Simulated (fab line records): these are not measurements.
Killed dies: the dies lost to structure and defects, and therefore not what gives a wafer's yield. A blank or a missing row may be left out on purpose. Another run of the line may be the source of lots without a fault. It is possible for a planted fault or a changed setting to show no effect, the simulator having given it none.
What tool caused it? | flow berkeleyCmos170 | 42 wafers from 14 lots sampled at 3 of the route's 331 steps

## WHAT THE GAUGES SHOWED, per wafer
UCB170_SACOX_THK_MEAS_02.
lot  | measured     | on           | SACOX_OXIDE_THK (nm)
L774 | day 5 13:02  | filmMetro-04 | 14.69 14.87 14.46
L775 | day 5 13:02  | filmMetro-03 | 14.33 14.19 14.11
L773 | day 5 13:06  | filmMetro-04 | 14.79 14.73 14.84
L776 | day 5 23:22  | filmMetro-04 | 14.07 14.11 14.16
L777 | day 5 23:23  | filmMetro-03 | 14.38 14.51 14.47
L779 | day 6 15:30  | filmMetro-04 | 14.37 14.26 14.39
L781 | day 7 00:46  | filmMetro-02 | 14.72 14.52 14.79
L782 | day 7 10:16  | filmMetro-02 | 14.74 14.81 14.78
L784 | day 7 18:47  | filmMetro-03 | 14.48 14.53 14.52
L785 | day 8 00:23  | filmMetro-03 | 14.42 14.38 14.27
L787 | day 8 05:53  | filmMetro-02 | 14.35 14.63 14.65
L786 | day 8 05:54  | filmMetro-04 | 14.59 14.60 14.91
L789 | day 8 21:43  | filmMetro-02 | 14.40 14.38 14.19
L795 | day 10 03:47 | filmMetro-04 | 14.90 14.88 14.70

UCB170_NLDD_CD_MEAS_06: the cd target is 1200 nm.
lot  | measured     | on       | cdNm (nm)
L774 | day 6 21:04  | cdSem-02 | 1198.4 1199.2 1198.3
L775 | day 6 21:25  | cdSem-02 | 1200.0 1198.6 1197.3
L773 | day 6 21:19  | cdSem-02 | 1200.3 1199.1 1199.0
L776 | day 7 08:13  | cdSem-02 | 1199.1 1199.9 1199.6
L777 | day 7 07:43  | cdSem-01 | 1201.1 1201.4 1200.4
L779 | day 8 00:53  | cdSem-01 | 1199.5 1200.4 1199.3
L781 | day 8 06:48  | cdSem-01 | 1198.7 1198.4 1199.5
L782 | day 8 17:55  | cdSem-02 | 1201.2 1199.3 1200.2
L784 | day 8 23:49  | cdSem-02 | 1199.9 1200.0 1198.3
L785 | day 9 05:34  | cdSem-01 | 1207.4 1207.7 1208.0
L787 | day 9 19:02  | cdSem-01 | 1198.5 1199.0 1199.4
L786 | day 9 18:46  | cdSem-01 | 1207.9 1205.9 1206.9
L789 | day 10 07:53 | cdSem-01 | 1201.1 1200.0 1201.8
L795 | day 11 09:05 | cdSem-01 | 1199.6 1199.2 1199.7

## WHICH TOOL RAN EACH LOT (tool, then ch and the chambers of the sampled wafers, then the start)
lot  | UCB170_NLDD_COAT_01
L774 | lithoTrack-01 ch 0, day 6 19:56
L775 | lithoTrack-03 ch 0, day 6 20:19
L773 | lithoTrack-04 ch 0, day 6 19:58
L776 | lithoTrack-01 ch 0, day 7 07:22
L777 | lithoTrack-04 ch 0, day 7 06:14
L779 | lithoTrack-01 ch 0, day 8 00:03
L781 | lithoTrack-03 ch 0, day 8 06:07
L782 | lithoTrack-04 ch 0, day 8 17:13
L784 | lithoTrack-04 ch 0, day 8 23:01
L785 | lithoTrack-04 ch 0, day 9 04:44
L787 | lithoTrack-01 ch 0, day 9 18:14
L786 | lithoTrack-04 ch 0, day 9 18:05
L789 | lithoTrack-03 ch 0, day 10 07:01
L795 | lithoTrack-03 ch 0, day 11 07:34
- UCB170_NLDD_COAT_01: resist thk 900 nm.

## WHAT THE TOOLS THEMSELVES READ (means of the sampled wafers that have a number; where no wafer has one, the mark that the record gives instead)
UCB170_NLDD_COAT_01.
lot  | tool          | exhaustPa (Pa)
L774 | lithoTrack-01 | 45.5
L775 | lithoTrack-03 | 46.7
L773 | lithoTrack-04 | 45.0
L776 | lithoTrack-01 | 44.5
L777 | lithoTrack-04 | 45.3
L779 | lithoTrack-01 | 44.0
L781 | lithoTrack-03 | 44.9
L782 | lithoTrack-04 | 44.7
L784 | lithoTrack-04 | 44.9
L785 | lithoTrack-04 | 46.0
L787 | lithoTrack-01 | 44.1
L786 | lithoTrack-04 | 45.1
L789 | lithoTrack-03 | 44.3
L795 | lithoTrack-03 | 45.6

## THE ANSWER, worked out from the rows above alone
Rule: what is usual is taken from the lots themselves. Put in order of their means at a reading, lots are off if they are a third of the lots or fewer, leave a main group of 4 or more, and stand apart from it by a gap of 3 or more times the standard deviation of the main group's means; of several such gaps the widest counts. The tables above print the reading to a certain number of digits; a main group whose means all agree to those digits is not used. Also off: a lot with no number at a reading for which 4 or more lots have one. Any other lot the step has rows for is counted as sound. Order of review: gauges by route order, followed by the tools' own readings, for which a lot's mean as printed above is used. The first step at which some lot is off is used, and at that step the reading that is off furthest; a lot without a number counts as furthest.
Off at UCB170_NLDD_CD_MEAS_06 (cdNm): L785, L786. The main group has a mean of 1199.6 nm with a standard deviation of 0.77.
A tool fits if, at a process step before that reading, it ran every lot that is off, and no sound lot after the first of them. Gauges at UCB170_NLDD_CD_MEAS_06: tried the same way as those tools. One fits: UCB170_NLDD_COAT_01 on lithoTrack-04. A fault onset in the window from L784 (day 8 23:01, its last sound lot) to L785 (day 9 04:44, its first lot off) fits.

## WHAT WAS PUT IN BY THE SIMULATOR
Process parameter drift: lithoTrack-04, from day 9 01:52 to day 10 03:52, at UCB170_NLDD_COAT_01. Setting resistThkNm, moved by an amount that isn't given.
Lots struck among those shown: L785, L786. Same finding as the rule above.
